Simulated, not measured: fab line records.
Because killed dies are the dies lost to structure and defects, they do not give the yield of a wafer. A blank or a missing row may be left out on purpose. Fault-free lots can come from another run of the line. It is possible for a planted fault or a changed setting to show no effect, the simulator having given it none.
fab line records | flow rit_cmos
[record] lots = 5 wafers = 23
route steps=202 shown ACTIVE@11 NWELL@36 PWELL@47 WELLDRIVE@50 NRETRO@61 PRETRO@66 GATE@84 REOX@101 NLDD@111
start_h: the number of hours between the record's first day and the start of the first shown wafer of the lot | wait_h: how many hours have passed since the lot's step before this one | " identical to the entry in the row above | L1.1+2: a single row standing in for several wafers | - no value, or no start given | * or withheld: withheld | < > ~ a bound
route shown NAME@n: names a module that has steps shown in the file, with the first one's number in the route | usual: mean and standard deviation over wafers with no fault | same: alike in all rows | chamber/n: place in a boat | sites: each site's reading | _std_site: standard deviation of those values | _edge_site: mean of outer sites minus mean of inner sites | radius_mm: how far each site lies from the wafer's centre | mask NAME#n: copy n | behind: the most recent tool/chamber to have shaped the wafer | hold: the reason the lot was held/the length of the hold in hours/how it ended | device: names the non-switching transistor (n, p or np) | end of line: tests run on the same wafers once the route is complete | a step with no rows: only its recipe | killed: count of dies lost to structure and defects at first sort (not the wafer's yield) | map: a wafer's dies, x killed, . not, _ none there
set.NAME: the run value of the setting; set.NAME@STEP: its run value at that earlier step | model.NAME: the simulator's own value behind a step, which no gauge read
one table per step and one row per wafer, for lots whose settings were changed on purpose
[[steps]]
[step RIT_ACTIVE_DEVELOP_10]
[recipe] resist = NOVOLAK develop_time_s = 50 dev_temp_c = 23
// columns lot.wafer tool chamber start_h wait_h set.develop_time_s
L074.1+6 litho_track-03 0 - - 53.53
L074.2+3+5 " 0 " " 50
L075.2+3+4+5+6 litho_track-04 0 - - 50
L078.1+4+5 litho_track-03 0 - - 50
L081.1+3+6 litho_track-03 0 - - 56.51
L081.2+4 " 0 " " 50
L083.1+2+6 litho_track-03 0 - - 50
L083.3+5 " 0 " " 45.79
[step RIT_ACTIVE_CD_MEAS_11]
[recipe] target_cd_nm = 1400
[usual] cd_nm = 1398.7/2.6
// columns lot.wafer tool chamber start_h wait_h set.develop_time_s@ACTIVE_DEVELOP_10 cd_nm
L074.1 cd_sem-02 - 16.92 - 53.53 1394.1
L074.2 " - " " 50 1403.9
L074.3 " - " " 50 1399.3
L074.5 " - " " 50 1400.8
L074.6 " - " " 53.53 1394.4
L075.2 cd_sem-02 - 21.91 - 50 1399.6
L075.3 " - " " 50 1399.7
L075.4 " - " " 50 1400.9
L075.5 " - " " 50 1400.3
L075.6 " - " " 50 1397.6
L078.1 cd_sem-01 - 36.08 - 50 1400.6
L078.4 " - " " 50 1400.7
L078.5 " - " " 50 1400.1
L081.1 cd_sem-01 - 49.88 - 56.51 1387.0
L081.2 " - " " 50 1398.4
L081.3 " - " " 56.51 1386.0
L081.4 " - " " 50 1399.7
L081.6 " - " " 56.51 1386.8
L083.1 cd_sem-01 - 60.44 - 50 1396.9
L083.2 " - " " 50 1396.2
L083.3 " - " " 45.79 1405.1
L083.5 " - " " 45.79 1403.1
L083.6 " - " " 50 1394.4
[step RIT_ACTIVE_ETCH_13]
[recipe] stop_on = SiO2 chemistry = SF6 target = Si3N4 time_s = 210 over_etch_frac = 0.4 SF6_flow_sccm = 200 pressure_mtorr = 260 rf_w = 125 target_depth_a = 2100
// columns lot.wafer tool chamber start_h wait_h set.rf_w set.develop_time_s@ACTIVE_DEVELOP_10 model.ACTIVE.cd_nm
L074.1+6 rie_diel-03 2,1 17.19 0.1 125 53.53 1394
L074.2 " 1 " " 139 50 1404
L074.3 " 0 " " 125 50 1400
L074.5 " 2 " " 139 50 1401
L075.2+5 rie_diel-03 2,1 22.16 0.1 125 50 1400
L075.3 " 3 " " 125 50 1399
L075.4 " 0 " " 125 50 1401
L075.6 " 2 " " 125 50 1398
L078.1+5 rie_diel-04 1,2 36.35 0.1 125 50 1400
L078.4 " 2 " " 125 50 1401
L081.1 rie_diel-02 1 50.27 0.1 125 56.51 1387
L081.2 " 0 " " 125 50 1398
L081.3+6 " 2,1 " " 125 56.51 1386
L081.4 " 3 " " 125 50 1400
L083.1 rie_diel-03 1 60.71 0.1 125 50 1397
L083.2 " 3 " " 125 50 1396
L083.3 " 0 " " 125 45.79 1405
L083.5 " 1 " " 125 45.79 1403
L083.6 " 0 " " 125 50 1395
[step RIT_ACTIVE_STRIP_14]
[recipe] chemistry = O2 time_s = 180 resist = NOVOLAK platen_temp_c = withheld power_w = 500 pressure_mtorr = 4000 o2_flow_sccm = 4000
// columns lot.wafer tool chamber start_h wait_h set.pressure_mtorr
L074.1+2+3+5+6 plasma_asher-04 1,0,0,0,1 17.32 0.1 3511
L075.2+3+4+5+6 plasma_asher-01 1,0,1,1,0 22.30 0.1 4000
L078.1+4+5 plasma_asher-01 1 36.48 0.1 4000
L081.1+2+3+4+6 plasma_asher-02 1,0,1,0,0 50.40 0.1 3584
L083.1+2+3+5+6 plasma_asher-01 1,0,1,1,0 60.85 0.1 3716
[step RIT_ACTIVE_CD_MEAS_90]
[recipe] target_cd_nm = 1400
[usual] cd_nm = 1398.7/2.6
// columns lot.wafer tool chamber start_h wait_h set.develop_time_s@ACTIVE_DEVELOP_10 cd_nm
L074.1 cd_sem-01 - 17.50 0.1 53.53 1394.5
L074.2 " - " " 50 1403.8
L074.3 " - " " 50 1400.0
L074.5 " - " " 50 1400.5
L074.6 " - " " 53.53 1394.6
L075.2 cd_sem-02 - 22.49 0.1 50 1399.9
L075.3 " - " " 50 1399.7
L075.4 " - " " 50 1400.9
L075.5 " - " " 50 1400.1
L075.6 " - " " 50 1397.6
L078.1 cd_sem-02 - 36.66 0.1 50 1400.1
L078.4 " - " " 50 1400.8
L078.5 " - " " 50 1400.2
L081.1 cd_sem-02 - 50.57 0.1 56.51 1387.1
L081.2 " - " " 50 1398.3
L081.3 " - " " 56.51 1386.1
L081.4 " - " " 50 1399.8
L081.6 " - " " 56.51 1386.6
L083.1 cd_sem-01 - 61.02 0.1 50 1396.8
L083.2 " - " " 50 1396.7
L083.3 " - " " 45.79 1405.6
L083.5 " - " " 45.79 1403.1
L083.6 " - " " 50 1394.8
[step RIT_NWELL_IMPLANT_08]
[recipe] species = P energy_kev = 170 dose_cm2 = 5e+13 tilt_deg = 7
// columns lot.wafer tool chamber start_h wait_h set.dose_cm2
L074.1+2+3+5+6 implanter-04 0 25.96 0.2 5e+13
L075.2+3+4+5+6 implanter-02 0 28.04 0.2 5e+13
L078.1+4+5 implanter-03 0 47.73 0.2 5e+13
L081.1+6 implanter-04 0 57.80 0.2 5.36e+13
L081.2+3+4 " 0 " " 5e+13
L083.1+5+6 implanter-02 0 68.64 0.2 5.151e+13
L083.2+3 " 0 " " 5e+13
[step RIT_PWELL_IMPLANT_08]
[recipe] species = B energy_kev = 170 dose_cm2 = 7e+13 tilt_deg = 7
// columns lot.wafer tool chamber start_h wait_h set.energy_kev model.implant.rp_nm model.implant.drp_nm
L074.1+2+5 implanter-03 0 27.51 0.2 163.5 455 101.5
L074.3+6 " 0 " " 170 468.5 102.9
L075.2+3+4+5+6 implanter-04 0 29.59 0.2 170 469.6 102.9
L078.1+4+5 implanter-04 0 49.46 0.2 170 473.3 102.9
L081.1+2+4 implanter-03 0 59.59 0.2 162.8 465.5 101.3
L081.3+6 " 0 " " 170 480.8 102.9
L083.1+3+5 implanter-04 0 70.31 0.2 170 492.7 102.9
L083.2+6 " 0 " " 160 470.9 100.6
[step RIT_PWELL_STRIP_09]
[recipe] chemistry = O2 time_s = 180 resist = NOVOLAK platen_temp_c = withheld power_w = 500 pressure_mtorr = 4000 o2_flow_sccm = 4000
[step RIT_WELLDRIVE_ANNEAL_00]
[recipe] temp_c = 1100 time_s = 14700 ambient = N2
[step RIT_WELLDRIVE_RS_MEAS_01]
[recipe] thk_meas_gauge = four-point-probe
[usual] NWELL_RS = 274.9/0.71
// columns lot.wafer tool chamber start_h wait_h set.dose_cm2@NWELL_IMPLANT_08 NWELL_RS[ohm/sq]
L074.1 film_metro-01 - 34.53 0.0 5e+13 275.4
L074.2 " - " " 5e+13 275.1
L074.3 " - " " 5e+13 275.7
L074.5 " - " " 5e+13 275.5
L074.6 " - " " 5e+13 275.6
L075.2 film_metro-01 - 36.10 0.0 5e+13 274.1
L075.3 " - " " 5e+13 274.6
L075.4 " - " " 5e+13 274.3
L075.5 " - " " 5e+13 274.9
L075.6 " - " " 5e+13 274.0
L078.1 film_metro-03 - 56.51 0.0 5e+13 275.9
L078.4 " - " " 5e+13 274.8
L078.5 " - " " 5e+13 275.9
L081.1 film_metro-04 - 65.51 0.0 5.36e+13 264.5
L081.2 " - " " 5e+13 275.6
L081.3 " - " " 5e+13 276.5
L081.4 " - " " 5e+13 275.7
L081.6 " - " " 5.36e+13 264.5
L083.1 film_metro-01 - 76.21 0.0 5.151e+13 270.4
L083.2 " - " " 5e+13 274.5
L083.3 " - " " 5e+13 274.3
L083.5 " - " " 5.151e+13 269.6
L083.6 " - " " 5.151e+13 269.8
[step RIT_WELLDRIVE_RS_MEAS_02]
[recipe] thk_meas_gauge = four-point-probe
[usual] PWELL_RS = 428.6/1.1
// columns lot.wafer tool chamber start_h wait_h set.energy_kev@PWELL_IMPLANT_08 PWELL_RS[ohm/sq]
L074.1 film_metro-01 - 34.65 0.1 163.5 430.4
L074.2 " - " " 163.5 429.8
L074.3 " - " " 170 427.5
L074.5 " - " " 163.5 431.2
L074.6 " - " " 170 428.9
L075.2 film_metro-01 - 36.22 0.1 170 429.4
L075.3 " - " " 170 431.1
L075.4 " - " " 170 429.7
L075.5 " - " " 170 429.9
L075.6 " - " " 170 429.6
L078.1 film_metro-03 - 56.63 0.1 170 429.4
L078.4 " - " " 170 429.1
L078.5 " - " " 170 429.9
L081.1 film_metro-04 - 65.63 0.1 162.8 430.9
L081.2 " - " " 162.8 428.9
L081.3 " - " " 170 427.2
L081.4 " - " " 162.8 429.9
L081.6 " - " " 170 429.4
L083.1 film_metro-01 - 76.33 0.1 170 426.7
L083.2 " - " " 160 430.3
L083.3 " - " " 170 426.8
L083.5 " - " " 170 426.4
L083.6 " - " " 160 430.9
[step RIT_NRETRO_IMPLANT_08]
[recipe] species = P energy_kev = 70 dose_cm2 = 1e+13 tilt_deg = 7
// columns lot.wafer tool chamber start_h wait_h set.dose_cm2
L074.1+5 implanter-02 0 35.93 0.2 9.496e+12
L074.2+3+6 " 0 " " 1e+13
L075.2+3+4+5+6 implanter-04 0 37.51 0.2 1e+13
L078.1+4+5 implanter-02 0 58.07 0.2 1e+13
L081.1+3 implanter-02 0 67.04 0.2 1e+13
L081.2+4+6 " 0 " " 9.742e+12
L083.1+2+3 implanter-01 0 77.73 0.2 1e+13
L083.5+6 " 0 " " 1.06e+13
[step RIT_NRETRO_STRIP_09]
[recipe] chemistry = O2 time_s = 180 resist = NOVOLAK platen_temp_c = withheld power_w = 500 pressure_mtorr = 4000 o2_flow_sccm = 4000
[step RIT_NRETRO_TW_MEAS_10]
[usual] NRETRO_TW = 1042/6.7
// columns lot.wafer tool chamber start_h wait_h set.dose_cm2@NRETRO_IMPLANT_08 NRETRO_TW
L074.1 film_metro-04 - 36.26 0.1 9.496e+12 1020
L074.2 " - " " 1e+13 1033
L074.3 " - " " 1e+13 1037
L074.5 " - " " 9.496e+12 1021
L074.6 " - " " 1e+13 1038
L075.2 film_metro-04 - 37.82 0.1 1e+13 1036
L075.3 " - " " 1e+13 1036
L075.4 " - " " 1e+13 1033
L075.5 " - " " 1e+13 1035
L075.6 " - " " 1e+13 1041
L078.1 film_metro-04 - 58.40 0.1 1e+13 1039
L078.4 " - " " 1e+13 1037
L078.5 " - " " 1e+13 1031
L081.1 film_metro-02 - 67.37 0.1 1e+13 1037
L081.2 " - " " 9.742e+12 1034
L081.3 " - " " 1e+13 1040
L081.4 " - " " 9.742e+12 1029
L081.6 " - " " 9.742e+12 1030
L083.1 film_metro-01 - 78.06 0.1 1e+13 1051
L083.2 " - " " 1e+13 1052
L083.3 " - " " 1e+13 1048
L083.5 " - " " 1.06e+13 1068
L083.6 " - " " 1.06e+13 1070
[step RIT_PRETRO_SOFTBAKE_02]
[recipe] resist = NOVOLAK temp_c = 90 time_s = 60
// columns lot.wafer tool chamber start_h wait_h set.temp_c
L074.1+3+5 litho_track-02 0 36.62 0.1 90
L074.2+6 " 0 " " 91.21
L075.2+3 litho_track-03 0 38.20 0.1 90
L075.4+5+6 " 0 " " 87.01
L078.1+4+5 litho_track-02 0 58.76 0.1 90
L081.1+4 litho_track-02 0 67.73 0.1 86.94
L081.2+3+6 " 0 " " 90
L083.1+3 litho_track-02 0 78.42 0.1 87.83
L083.2+5+6 " 0 " " 90
[step RIT_PRETRO_EXPOSE_03]
[recipe] mask_id = M5 na = 0.57 target_cd_nm = 43700 dose_mj = 250
[step RIT_PRETRO_PEB_04]
[recipe] resist = NOVOLAK temp_c = withheld time_s = withheld
[step RIT_PRETRO_DEVELOP_05]
[recipe] resist = NOVOLAK develop_time_s = 68 dev_temp_c = 23
// columns lot.wafer tool chamber start_h wait_h set.temp_c@PRETRO_SOFTBAKE_02 model.NOVOLAK_of_PRETRO_COAT_01.thk_nm
L074.1 litho_track-04 0 - - 90 1304
L074.2 " 0 " " 91.21 1301
L074.3 " 0 " " 90 1302
L074.5 " 0 " " 90 1305
L074.6 " 0 " " 91.21 1298
L075.2 litho_track-02 0 - - 90 1293
L075.3 " 0 " " 90 1294
L075.4+5+6 " 0 " " 87.01 1307
L078.1 litho_track-02 0 - - 90 1302
L078.4 " 0 " " 90 1303
L078.5 " 0 " " 90 1307
L081.1 litho_track-03 0 - - 86.94 1313
L081.2 " 0 " " 90 1303
L081.3 " 0 " " 90 1306
L081.4 " 0 " " 86.94 1317
L081.6 " 0 " " 90 1308
L083.1 litho_track-03 0 - - 87.83 1317
L083.2+5 " 0 " " 90 1305
L083.3 " 0 " " 87.83 1316
L083.6 " 0 " " 90 1307
[step RIT_GATE_CVD_08]
[recipe] material = poly-Si target_thk_nm = 250 temp_c = 610 precursor = SiH4 time_s = 2220 pressure_mtorr = 300 sih4_flow_sccm = 100
// columns lot.wafer tool chamber start_h wait_h set.time_s model.poly-Si_of_GATE_CVD_08.thk_nm
L074.1 - - - 0.1 1944 217.4
L074.2 " - " " 1944 218.2
L074.3 " - " " 1944 217.9
L074.5 " - " " 1944 218.1
L074.6 " - " " 1944 218
L075.2 - - - 0.0 1919 216.2
L075.3 " - " " 1919 216.1
L075.4 " - " " 1919 217.3
L075.5 " - " " 1919 216.3
L075.6 " - " " 1919 217.6
L078.1 lpcvd-01 0 64.85 0.1 2220 251.2
L078.4 " 0 " " 2220 250.9
L078.5 " 0 " " 2220 250.1
L081.1 - - - 0.1 2469 279.9
L081.2+4 " - " " 2469 278.7
L081.3+6 " - " " 2469 277.1
L083.1 - - - 0.1 2489 280.2
L083.2 " - " " 2489 281
L083.3 " - " " 2489 277.5
L083.5 " - " " 2489 280.4
L083.6 " - " " 2489 279.1
[step RIT_GATE_THK_MEAS_09]
[recipe] reads = poly-Si_of_GATE_CVD_08
[usual] GATE_POLY_THK = 251.0/2.8
// columns lot.wafer tool chamber start_h wait_h set.time_s@GATE_CVD_08 GATE_POLY_THK[nm]
L074.1 film_metro-02 - - - 1944 217.3
L074.2 " - " " 1944 218.2
L074.3 " - " " 1944 217.8
L074.5 " - " " 1944 218.3
L074.6 " - " " 1944 218.1
L075.2 film_metro-04 - - - 1919 216.2
L075.3 " - " " 1919 216.0
L075.4 " - " " 1919 217.4
L075.5 " - " " 1919 216.2
L075.6 " - " " 1919 217.5
L078.1 film_metro-02 - 66.46 0.0 2220 251.4
L078.4 " - " " 2220 251.0
L078.5 " - " " 2220 250.1
L081.1 film_metro-02 - - - 2469 279.9
L081.2 " - " " 2469 278.8
L081.3 " - " " 2469 277.2
L081.4 " - " " 2469 278.8
L081.6 " - " " 2469 277.1
L083.1 film_metro-02 - - - 2489 280.1
L083.2 " - " " 2489 281.0
L083.3 " - " " 2489 277.4
L083.5 " - " " 2489 280.2
L083.6 " - " " 2489 278.9
[step RIT_GATE_DEVELOP_15]
[recipe] resist = NOVOLAK develop_time_s = 50 dev_temp_c = 23
// columns lot.wafer tool chamber start_h wait_h set.dev_temp_c
L075.2+4 litho_track-04 0 - - 19.86
L075.3+5+6 " 0 " " 23
L074.1+3+6 litho_track-01 0 - - 25.2
L074.2+5 " 0 " " 23
L078.1+4+5 litho_track-01 0 - - 23
L081.1+2 litho_track-03 0 - - 23
L081.3+4+6 " 0 " " 19.78
L083.1+2+6 litho_track-01 0 - - 20.1
L083.3+5 " 0 " " 23
[step RIT_GATE_HARDBAKE_18]
[recipe] resist = NOVOLAK temp_c = 140 time_s = 60
[step RIT_GATE_ETCH_19]
[recipe] chemistry = SF6/CHF3/O2 time_s = 165 SF6_flow_sccm = 30 CHF3_flow_sccm = 30 O2_flow_sccm = 5 target = poly-Si pressure_mtorr = 40 rf_w = 160 target_depth_a = 3125 over_etch_frac = 0.25 stop_on = SiO2
[usual] oes_product_au = 0.850/0.013
// columns lot.wafer tool chamber start_h wait_h set.time_s@GATE_CVD_08 oes_product_au
L075.2 rie_si-01 1 48.11 0.1 1919 0.778
L075.3 " 2 " " 1919 0.767
L075.4 " 0 " " 1919 0.763
L075.5 " 0 " " 1919 0.766
L075.6 " 1 " " 1919 0.786
L074.1 rie_si-02 2 48.35 0.1 1944 0.782
L074.2 " 3 " " 1944 0.776
L074.3 " 1 " " 1944 0.758
L074.5 " 0 " " 1944 0.775
L074.6 " 1 " " 1944 0.762
L078.1 rie_si-01 0 67.81 0.1 2220 0.845
L078.4 " 1 " " 2220 0.867
L078.5 " 3 " " 2220 0.849
L081.1 rie_si-02 2 76.25 0.1 2469 0.933
L081.2 " 1 " " 2469 0.891
L081.3 " 0 " " 2469 0.912
L081.4 " 3 " " 2469 0.918
L081.6 " 3 " " 2469 0.907
L083.1 rie_si-02 0 86.71 0.1 2489 0.925
L083.2 " 1 " " 2489 0.901
L083.3 " 2 " " 2489 0.923
L083.5 " 1 " " 2489 0.891
L083.6 " 2 " " 2489 0.935
[step RIT_REOX_OXIDATION_03]
[recipe] temp_c = 900 ambient = O2 target_thk_a = 252 ox_time_s = 5580
// columns lot.wafer tool chamber start_h wait_h set.ox_time_s model.SiO2_of_REOX_OXIDATION_03.thk_nm
L075.2 - - - 0.0 5022 23.75
L075.3 " - " " 5022 23.89
L075.4 " - " " 5022 23.66
L075.5 " - " " 5022 23.62
L075.6 " - " " 5022 23.97
L074.1 - - - 0.1 6328 27.22
L074.2 " - " " 6328 26.79
L074.3 " - " " 6328 27.07
L074.5 " - " " 6328 27.02
L074.6 " - " " 6328 27.3
L078.1 furnace-01 0 68.58 0.0 5580 25.15
L078.4 " 0 " " 5580 25.3
L078.5 " 0 " " 5580 25.38
L081.1 - - - 1.0 4746 23.62
L081.2 " - " " 4746 23.19
L081.3 " - " " 4746 22.85
L081.4 " - " " 4746 23.24
L081.6 " - " " 4746 22.98
L083.1 - - - 0.0 6124 26.41
L083.2 " - " " 6124 26.2
L083.3 " - " " 6124 26.25
L083.5 " - " " 6124 26.58
L083.6 " - " " 6124 26.37
[step RIT_REOX_THK_MEAS_04]
[recipe] reads = SiO2_of_REOX_OXIDATION_03
[usual] REOX_OXIDE_THK = 25.2/0.39
// columns lot.wafer tool chamber start_h wait_h set.ox_time_s@REOX_OXIDATION_03 REOX_OXIDE_THK[nm]
L075.2 film_metro-04 - - - 5022 23.7
L075.3 " - " " 5022 23.9
L075.4 " - " " 5022 23.7
L075.5 " - " " 5022 23.6
L075.6 " - " " 5022 24.0
L074.1 film_metro-01 - - - 6328 27.3
L074.2 " - " " 6328 26.8
L074.3 " - " " 6328 27.1
L074.5 " - " " 6328 27.0
L074.6 " - " " 6328 27.3
L078.1 film_metro-01 - 71.13 0.0 5580 25.2
L078.4 " - " " 5580 25.2
L078.5 " - " " 5580 25.4
L081.1 film_metro-03 - - - 4746 23.6
L081.2 " - " " 4746 23.2
L081.3 " - " " 4746 22.8
L081.4 " - " " 4746 23.2
L081.6 " - " " 4746 23.0
L083.1 film_metro-03 - - - 6124 26.4
L083.2 " - " " 6124 26.2
L083.3 " - " " 6124 26.3
L083.5 " - " " 6124 26.6
L083.6 " - " " 6124 26.4
[step RIT_NLDD_IMPLANT_08]
[recipe] species = P energy_kev = 20 dose_cm2 = 5e+14 tilt_deg = 7
// columns lot.wafer tool chamber start_h wait_h set.energy_kev model.implant.rp_nm model.implant.drp_nm
L075.2+3+4+5+6 implanter-03 0 52.55 0.1 20 28.68 12.97
L074.1+2+3+5+6 implanter-02 0 52.84 0.1 20 28.51 12.97
L078.1+4+5 implanter-03 0 72.36 0.1 20 27.46 12.97
L081.1+2+3 implanter-03 0 81.65 0.1 20.98 28.84 13.35
L081.4+6 " 0 " " 20 27.93 12.97
L083.1+5 implanter-02 0 91.28 0.1 20.55 28.18 13.18
L083.2+3+6 " 0 " " 20 27.67 12.97
[[key]]
[split] step = RIT_ACTIVE_DEVELOP_10 setting = develop_time_s stated = 50 by = wafer
[response] step = RIT_ACTIVE_CD_MEAS_11 reading = cd_nm change = -0.966 per = 1% r = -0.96
[response] step = RIT_ACTIVE_ETCH_13 reading = model.ACTIVE.cd_nm change = -0.978 per = 1% r = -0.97
[response] step = RIT_ACTIVE_CD_MEAS_90 reading = cd_nm change = -0.964 per = 1% r = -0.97
[split] step = RIT_ACTIVE_ETCH_13 setting = rf_w stated = 125 by = wafer
response none clear
[split] step = RIT_ACTIVE_STRIP_14 setting = pressure_mtorr stated = 4000 by = lot
response none clear
[split] step = RIT_NWELL_IMPLANT_08 setting = dose_cm2 stated = 5e+13 by = wafer
[response] step = RIT_WELLDRIVE_RS_MEAS_01 reading = NWELL_RS change = -1.57 per = 1% r = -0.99
[split] step = RIT_PWELL_IMPLANT_08 setting = energy_kev stated = 170 by = wafer
[response] step = RIT_PWELL_IMPLANT_08 reading = model.implant.rp_nm change = +3.64 per = 1% r = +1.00
[response] step = RIT_PWELL_IMPLANT_08 reading = model.implant.drp_nm change = +0.379 per = 1% r = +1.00
[response] step = RIT_WELLDRIVE_RS_MEAS_02 reading = PWELL_RS change = -0.58 per = 1% r = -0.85
[split] step = RIT_NRETRO_IMPLANT_08 setting = dose_cm2 stated = 1e+13 by = wafer
[response] step = RIT_NRETRO_TW_MEAS_10 reading = NRETRO_TW change = +3.08 per = 1% r = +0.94
[split] step = RIT_PRETRO_SOFTBAKE_02 setting = temp_c stated = 90 by = wafer
[response] step = RIT_PRETRO_DEVELOP_05 reading = model.NOVOLAK_of_PRETRO_COAT_01.thk_nm change = -3.58 per = 1% r = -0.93
[split] step = RIT_GATE_CVD_08 setting = time_s stated = 2220 by = lot
[response] step = RIT_GATE_CVD_08 reading = model.poly-Si_of_GATE_CVD_08.thk_nm change = +2.5 per = 1% r = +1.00
[response] step = RIT_GATE_THK_MEAS_09 reading = GATE_POLY_THK change = +2.5 per = 1% r = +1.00
[response] step = RIT_GATE_ETCH_19 reading = oes_product_au change = +0.00575 per = 1% r = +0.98
[split] step = RIT_GATE_DEVELOP_15 setting = dev_temp_c stated = 23 by = wafer
response none clear
[split] step = RIT_REOX_OXIDATION_03 setting = ox_time_s stated = 5580 by = lot
[response] step = RIT_REOX_OXIDATION_03 reading = model.SiO2_of_REOX_OXIDATION_03.thk_nm change = +0.135 per = 1% r = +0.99
[response] step = RIT_REOX_THK_MEAS_04 reading = REOX_OXIDE_THK change = +0.137 per = 1% r = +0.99
[split] step = RIT_NLDD_IMPLANT_08 setting = energy_kev stated = 20 by = wafer
[response] step = RIT_NLDD_IMPLANT_08 reading = model.implant.rp_nm change = +0.187 per = 1% r = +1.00
[response] step = RIT_NLDD_IMPLANT_08 reading = model.implant.drp_nm change = +0.0776 per = 1% r = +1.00
